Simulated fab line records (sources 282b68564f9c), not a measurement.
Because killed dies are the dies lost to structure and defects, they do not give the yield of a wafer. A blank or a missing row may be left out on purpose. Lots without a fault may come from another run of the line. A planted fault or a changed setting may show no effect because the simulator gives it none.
One fault through the eyes of 2 desks ; flow rit cmos ; numbers are kept per desk, each desk with only its own; the story behind them comes last

FOR THE TOOL OWNER'S DESK: rtp anneal-02
Per lot that ran on this tool, the mean of the sampled wafers carrying a number, from the tool's own readings at RIT_SDANNEAL_RTA_03 (time 5 s). If a lot's mean is further than 4 standard deviations from the usual mean, the lot is out of limits and carries the mark OUT (the distance appears in the brackets).
Columns: A = wafer_temp_C_max at RIT_SDANNEAL_RTA_03, usual 1053.4
lot;first seen here;A
L488;day 3 05:33;1053.5
L490;day 3 18:42;1055.2
L492;day 4 01:43;1053.1
L500;day 5 20:23;1046.4 (-7.0) OUT
L502;day 6 07:04;1045.4 (-8.0) OUT
Finding of this desk: L500, L502 out of limits; the first was L500 at day 5 20:23, on wafer_temp_C_max at RIT_SDANNEAL_RTA_03. In limits: L488, L490, L492.

FROM THE METROLOGY DESK
What the gauges read for every lot (on any tool): the sampled wafers with a number, averaged. If a lot's mean is further than 4 standard deviations from the usual mean, the lot is out of limits and carries the mark OUT (the distance appears in the brackets).
Columns: A = NSD_OVL at RIT_NSD_OVL_MEAS_06, usual 1.2 nm; B = PSD_RS at RIT_SDANNEAL_RS_MEAS_04, usual 115.80 ohm/sq; C = PLDD_RS at RIT_SDANNEAL_RS_MEAS_06, usual 178.5 ohm/sq
lot;first seen here;A;B;C
L487;day 2 23:01;1.7;115.66;178.3
L488;day 3 03:11;-0.3;115.64;178.3
L489;day 3 09:58;1.0;115.96;178.7
L490;day 3 16:08;1.9;115.92;178.9
L492;day 3 23:02;1.8;115.83;178.1
L493;day 4 04:06;1.1;115.66;178.8
L495;day 4 16:28;1.1;115.60;178.0
L500;day 5 17:59;0.6;121.37 (+21) OUT;183.8 (+12) OUT
L501;day 5 21:35;0.7;116.13;178.7
L502;day 6 04:43;1.8;121.12 (+20) OUT;182.9 (+9.5) OUT
L503;day 6 07:37;0.3;115.84;178.5
L505;day 6 18:31;0.2;115.51;178.3
L508;day 7 07:45;1.9;115.64;178.2
L510;day 7 19:02;0.9;115.60;178.0
Per this desk, out of limits: L500, L502; the first was L500, day 5 20:28 (PSD_RS at RIT_SDANNEAL_RS_MEAS_04). In limits: L487, L488, L489, L490, L492, L493, L495, L501, L503, L505, L508, L510.

BROUGHT TOGETHER
An alarm could have come from the tool owner's desk at day 5 20:23, on L500, L502.
At day 5 20:28 the metrology desk could have sounded an alarm, on L500, L502.
The lots listed all ran RIT_SDANNEAL_RTA_03 on rtp anneal-02.

WHAT THE SIMULATOR PUT IN
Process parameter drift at RIT_SDANNEAL_RTA_03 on rtp anneal-02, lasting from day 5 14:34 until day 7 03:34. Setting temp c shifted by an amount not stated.
Lots struck among those shown: L500, L502.
Counting hours from when the fault started, the first reading out of limits came at 6 for the tool owner's desk and at 6 for the metrology desk.
